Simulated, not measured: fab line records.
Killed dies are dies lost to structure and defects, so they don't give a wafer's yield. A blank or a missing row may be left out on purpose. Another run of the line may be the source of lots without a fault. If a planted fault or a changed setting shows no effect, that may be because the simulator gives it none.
Check for tools in common :: flow rit cmos :: Sampled: 14 lots, 42 wafers

== WHY THIS WAS OPENED ==
At RIT_PLDD_TW_MEAS_10 the reading PLDD_TW is flagged on 2 of 14 lots. No-fault wafers: 2350, standard deviation 35.
Rule: a lot is flagged when every wafer of it that has a number lies more than 4 standard deviations from that mean, or none has a number. As for the other lots, they are considered sound.

lot: L390
measured: day 2 19:43
on: film metro-02
PLDD_TW, wafer by wafer: 2310 2319 2309
flag: 

lot: L392
measured: day 3 05:39
on: film metro-04
PLDD_TW, wafer by wafer: 2379 2356 2375
flag: 

lot: L393
measured: day 3 10:59
on: film metro-02
PLDD_TW, wafer by wafer: 2331 2318 2311
flag: 

lot: L394
measured: day 3 16:58
on: film metro-01
PLDD_TW, wafer by wafer: 2425 2409 2411
flag: 

lot: L395
measured: day 4 00:34
on: film metro-02
PLDD_TW, wafer by wafer: 2332 2322 2322
flag: 

lot: L396
measured: day 4 02:17
on: film metro-02
PLDD_TW, wafer by wafer: 2313 2312 2308
flag: 

lot: L397
measured: day 4 06:53
on: film metro-01
PLDD_TW, wafer by wafer: 2423 2416 2406
flag: 

lot: L399
measured: day 4 17:48
on: film metro-04
PLDD_TW, wafer by wafer: 2361 2358 2375
flag: 

lot: L401
measured: day 5 03:28
on: film metro-01
PLDD_TW, wafer by wafer: 2403 2403 2417
flag: 

lot: L407
measured: day 6 11:02
on: film metro-02
PLDD_TW, wafer by wafer: 2587 2591 2591
flag: FLAGGED

lot: L409
measured: day 6 17:52
on: film metro-01
PLDD_TW, wafer by wafer: 2696 2707 2694
flag: FLAGGED

lot: L411
measured: day 7 03:41
on: film metro-02
PLDD_TW, wafer by wafer: 2313 2317 2306
flag: 

lot: L412
measured: day 7 11:11
on: film metro-04
PLDD_TW, wafer by wafer: 2353 2349 2342
flag: 

lot: L413
measured: day 7 15:43
on: film metro-04
PLDD_TW, wafer by wafer: 2342 2350 2351
flag: 
Average over the flagged lots: 2644; offset from the usual +294, equal to +8 standard deviations.

== TOOL THAT RAN EACH LOT ==
The record holds 2 process steps before the reading, out of a route of 202 steps. Read each cell as the tool, then ch plus the chambers that the sampled wafers visited, then the start.
lot: L390
flag: 
RIT_GATE_STRIP_20: plasma asher-02 ch 0,1, day 2 13:22
RIT_PLDD_IMPLANT_08: implanter-03 ch 0, day 2 19:23

lot: L392
flag: 
RIT_GATE_STRIP_20: plasma asher-02 ch 0, day 2 22:08
RIT_PLDD_IMPLANT_08: implanter-03 ch 0, day 3 05:20

lot: L393
flag: 
RIT_GATE_STRIP_20: plasma asher-02 ch 1, day 3 03:38
RIT_PLDD_IMPLANT_08: implanter-04 ch 0, day 3 10:39

lot: L394
flag: 
RIT_GATE_STRIP_20: plasma asher-02 ch 0,1, day 3 09:52
RIT_PLDD_IMPLANT_08: implanter-01 ch 0, day 3 16:38

lot: L395
flag: 
RIT_GATE_STRIP_20: plasma asher-02 ch 1, day 3 17:19
RIT_PLDD_IMPLANT_08: implanter-03 ch 0, day 4 00:15

lot: L396
flag: 
RIT_GATE_STRIP_20: plasma asher-01 ch 0,1, day 3 19:48
RIT_PLDD_IMPLANT_08: implanter-04 ch 0, day 4 01:58

lot: L397
flag: 
RIT_GATE_STRIP_20: plasma asher-02 ch 0,1, day 3 23:38
RIT_PLDD_IMPLANT_08: implanter-03 ch 0, day 4 06:33

lot: L399
flag: 
RIT_GATE_STRIP_20: plasma asher-01 ch 0,1, day 4 11:28
RIT_PLDD_IMPLANT_08: implanter-01 ch 0, day 4 17:29

lot: L401
flag: 
RIT_GATE_STRIP_20: plasma asher-02 ch 0,1, day 4 20:20
RIT_PLDD_IMPLANT_08: implanter-04 ch 0, day 5 03:10

lot: L407
flag: FLAGGED
RIT_GATE_STRIP_20: plasma asher-02 ch 0,1, day 6 04:43
RIT_PLDD_IMPLANT_08: implanter-04 ch 0, day 6 10:43

lot: L409
flag: FLAGGED
RIT_GATE_STRIP_20: plasma asher-01 ch 0,1, day 6 11:41
RIT_PLDD_IMPLANT_08: implanter-04 ch 0, day 6 17:35

lot: L411
flag: 
RIT_GATE_STRIP_20: plasma asher-02 ch 0,1, day 6 21:28
RIT_PLDD_IMPLANT_08: implanter-03 ch 0, day 7 03:22

lot: L412
flag: 
RIT_GATE_STRIP_20: plasma asher-02 ch 0,1, day 7 03:46
RIT_PLDD_IMPLANT_08: implanter-03 ch 0, day 7 10:42

lot: L413
flag: 
RIT_GATE_STRIP_20: plasma asher-02 ch 0,1, day 7 09:05
RIT_PLDD_IMPLANT_08: implanter-03 ch 0, day 7 15:25
These steps, and what they do:
- RIT_GATE_STRIP_20: strips in O2, time 180 s.
- RIT_PLDD_IMPLANT_08
- RIT_PLDD_TW_MEAS_10

== FLAGGED AGAINST TOTAL, ONE TOOL AT A TIME (gauges that did the reading follow at the end) ==
step: RIT_GATE_STRIP_20
tool: plasma asher-01
lots run: 3
flagged: 1
share of the flagged lots: some
sound lots run after its first flagged lot: 0

step: RIT_GATE_STRIP_20
tool: plasma asher-02
lots run: 11
flagged: 1
share of the flagged lots: some
sound lots run after its first flagged lot: 3 (L411,L412,L413)

step: RIT_PLDD_IMPLANT_08
tool: implanter-01
lots run: 2
flagged: 0
share of the flagged lots: none
sound lots run after its first flagged lot: -

step: RIT_PLDD_IMPLANT_08
tool: implanter-03
lots run: 7
flagged: 0
share of the flagged lots: none
sound lots run after its first flagged lot: -

step: RIT_PLDD_IMPLANT_08
tool: implanter-04
lots run: 5
flagged: 2
share of the flagged lots: all
sound lots run after its first flagged lot: 0

step: RIT_PLDD_TW_MEAS_10
tool: film metro-01
lots run: 4
flagged: 1
share of the flagged lots: some
sound lots run after its first flagged lot: 0

step: RIT_PLDD_TW_MEAS_10
tool: film metro-02
lots run: 6
flagged: 1
share of the flagged lots: some
sound lots run after its first flagged lot: 1 (L411)

step: RIT_PLDD_TW_MEAS_10
tool: film metro-04
lots run: 4
flagged: 0
share of the flagged lots: none
sound lots run after its first flagged lot: -

== WHAT THE TABLE ALLOWS ==
Rows of the table that ran each flagged lot: 1, that is implanter-04 at RIT_PLDD_IMPLANT_08.
- implanter-04 at RIT_PLDD_IMPLANT_08: 2 of its 5 lots flagged. A fault beginning between L401 (day 5 03:10), its last sound lot, and L407 (day 6 10:43), its first flagged one, fits the data. Its own readings (dose ions cm2, faraday current uA) fall more than 4 standard deviations out on all wafers of the flagged lots.
What remains is a single tool, implanter-04 at RIT_PLDD_IMPLANT_08.

== WHAT THE SIMULATOR HAD INSERTED ==
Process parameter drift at RIT_PLDD_IMPLANT_08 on implanter-04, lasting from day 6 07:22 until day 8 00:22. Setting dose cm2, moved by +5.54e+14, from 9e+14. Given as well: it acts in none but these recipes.
Struck lots among those shown: L407, L409. Same finding as the rule above.
